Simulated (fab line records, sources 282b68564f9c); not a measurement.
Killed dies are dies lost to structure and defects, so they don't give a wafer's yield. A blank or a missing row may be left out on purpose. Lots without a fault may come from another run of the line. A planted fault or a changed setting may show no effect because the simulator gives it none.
A struck lot beside a sound one | flow rit_cmos | 15 steps out of a route of 202
Sound: wafers L597.1, L597.4, L597.5. Struck: wafers L610.2, L610.3, L610.4. The cause comes at the end.
At each step with rows: each side's tool, then ch and its chambers, then its first start. Under that, the readings that differ: sound wafers | struck wafers | difference of the means | sigmas: that difference in standard deviations of wafers without a fault.
alike: readings whose means differ by less than 2 such deviations, and words and numbers that are the same on both sides. not compared: withheld readings, readings that some wafer has no value for, bounds like >300 that may hide the same value, and numbers for which the record gives no deviation and whose values overlap.
The two part at a step that has a row with sigmas, a row that says differs or no value, or rows on one side only. Numbers that don't overlap but have no deviation are shown without sigmas and don't part them. A reading that every wafer of one side lacks parts them only if that side has two wafers or more.

RIT_GATE_STRIP_20: strips in O2, time 180 s.
  sound on plasma_asher-02 ch 0,1, day 4 05:59; struck on plasma_asher-04 ch 0,1, day 6 21:08
  alike: drypump_motor_current_A
  not compared: rf_hours_counter_h
RIT_GATE_CD_MEAS_90: target cd 150 nm.
  sound on cd_sem-01, day 4 06:09; struck on cd_sem-02, day 6 21:20
  alike: cd_nm
then, 4 steps without rows for these wafers: RIT_REOX_CLEAN_00 (cleans in SC1, time 600 s); RIT_REOX_CLEAN_01 (cleans in dHF, time 30 s); RIT_REOX_CLEAN_02 (cleans in SC2, time 600 s); RIT_REOX_OXIDATION_03 (target thk 25.2 nm, ox time 5580 s).
RIT_REOX_THK_MEAS_04:
  sound on film_metro-04, day 4 09:13; struck on film_metro-04, day 7 00:32
  alike: REOX_OXIDE_THK
then, 5 steps without rows for these wafers: RIT_NLDD_HMDS_00 (prime time 60 s); RIT_NLDD_COAT_01 (resist thk 1000 nm); RIT_NLDD_SOFTBAKE_02 (time 60 s); RIT_NLDD_EXPOSE_03 (exposes mask M7, target cd 40700 nm); RIT_NLDD_PEB_04.
RIT_NLDD_DEVELOP_05: develop time 50 s.
  sound on litho_track-01 ch 0, day 4 10:00; struck on litho_track-01 ch 0, day 7 01:00
  reading              | sound             | struck            | difference | sigmas
  developer_temp_C (C) | 23.04 23.06 22.89 | 23.88 23.91 23.89 | +0.90      | +8
  alike: exhaust_pa
RIT_NLDD_OVL_MEAS_06:
  sound on overlay-02, day 4 10:14; struck on overlay-02, day 7 01:39
  alike: NLDD_OVL
RIT_M1_PROBE_99:
  sound on prober-02, day 5 02:39; struck on prober-01, day 7 16:59
  reading            | sound | struck | difference | sigmas
  killed_at_M0_to_M3 | 0 0 1 | 0 0 0  | +0         | -4
  alike: killed_at_contacts, killed_at_front_end, killed_dies, killed_open, killed_short

WHERE THEY PART
First at RIT_NLDD_DEVELOP_05; last, within this record, at RIT_M1_PROBE_99.

WHY: what the simulator had put in
Process parameter drift: litho_track-01, from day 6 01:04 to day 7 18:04, at RIT_NLDD_DEVELOP_05. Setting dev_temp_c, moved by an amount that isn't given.
